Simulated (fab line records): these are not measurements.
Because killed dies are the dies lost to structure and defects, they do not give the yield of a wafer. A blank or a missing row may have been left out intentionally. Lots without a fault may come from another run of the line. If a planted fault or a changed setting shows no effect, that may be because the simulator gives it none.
One fault through the eyes of 2 desks + flow berkeley-cmos170 + only its own numbers are on each desk; what lay behind them is given at the end

METROLOGY DESK
What the gauges read, lot by lot, whatever tool the lot ran on: means of the sampled wafers that have a number. Marked OUT: a lot whose mean sits more than 4 standard deviations from the usual mean, which makes it out of limits; the brackets give that distance.
Columns: A = PFIELD_OVL at UCB170_PFIELD_OVL_MEAS_06, usual -5 nm; B = NSD_RS at UCB170_SDANNEAL_RS_MEAS_03, usual 37.26 ohm/sq; C = SILICIDE_TI_RS at UCB170_SILICIDE_RS_MEAS_02, usual 26.2 ohm/sq
| lot  | first seen here | A   | B     | C    |
|------|-----------------|-----|-------|------|
| L475 | day 5 06:39     | -7  | 37.22 | 26.7 |
| L477 | day 5 18:05     | -10 | 37.11 | 25.6 |
| L479 | day 5 18:21     | 1   | 37.35 | 26.0 |
| L476 | day 5 19:04     | -7  | 37.25 | 26.3 |
| L480 | day 6 07:51     | -7  | 37.24 | 26.6 |
| L481 | day 6 08:07     | -3  | 37.14 | 26.5 |
| L482 | day 6 08:26     | -8  | 37.24 | 26.1 |
| L484 | day 6 21:43     | 3   | 37.21 | 26.0 |
| L483 | day 6 22:29     | -12 | 37.39 | 26.1 |
| L485 | day 7 12:35     | -5  | 37.17 | 26.3 |
| L487 | day 7 23:59     | 3   | 37.27 | 26.0 |
| L493 | day 9 01:58     | -8  | 37.27 | 26.1 |
| L497 | day 9 12:59     | -1  | 37.29 | 25.6 |
| L496 | day 9 13:02     | -5  | 37.19 | 25.8 |
Result from this desk: across the 14 lots, nothing is out of limits.

AT THE TOOL OWNER'S DESK: rie-diel-01
The tool's own readings at UCB170_SPACER_ETCHBACK_03 (etches SiO2 in CHF3/CF4/Ar, stops on Si, target depth 376 nm, time 100 s): means of the sampled wafers that have a number, for each lot that ran on this tool. Marked OUT: a lot whose mean sits more than 4 standard deviations from the usual mean, which makes it out of limits; the brackets give that distance.
Columns: A = cf4-flow-sccm at UCB170_SPACER_ETCHBACK_03, usual 10.00 sccm; B = drypump-motor-current-A at UCB170_SPACER_ETCHBACK_03, usual 5.8 A; C = oes-product-au at UCB170_SPACER_ETCHBACK_03, usual 0.897 a.u.; D = throttle-valve-pct at UCB170_SPACER_ETCHBACK_03, usual 6.49 %
| lot  | first seen here | A     | B   | C                | D    |
|------|-----------------|-------|-----|------------------|------|
| L476 | day 8 18:08     | 10.01 | 5.5 | 0.889            | 6.44 |
| L481 | day 9 10:54     | 9.99  | 5.7 | 0.880            | 6.48 |
| L483 | day 10 02:43    | 10.02 | 5.5 | 0.890            | 6.44 |
| L497 | day 12 07:44    | 10.02 | 5.6 | 0.778 (-7.9) OUT | 6.56 |
| L496 | day 12 07:49    | 10.04 | 5.5 | 0.764 (-8.9) OUT | 6.44 |
Finding of this desk: L496, L497 out of limits; the first was L497 at day 12 07:44, on oes-product-au at UCB170_SPACER_ETCHBACK_03. In limits: L476, L481, L483.

ALL TOGETHER
At day 12 07:44, on L496, L497, the tool owner's desk was in a position to raise an alarm.
Nothing out of limits was seen by the metrology desk.
The metrology desk has L496, L497 on record, within its limits.
Every lot named ran UCB170_SPACER_ETCHBACK_03 on rie-diel-01.

WHAT HAD BEEN PUT IN BY THE SIMULATOR
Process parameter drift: rie-diel-01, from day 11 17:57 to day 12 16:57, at UCB170_SPACER_ETCHBACK_03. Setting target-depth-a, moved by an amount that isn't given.
Lots struck among those shown: L496, L497.
Each desk's first reading out of limits, in hours after the fault started: the tool owner's desk, 14.
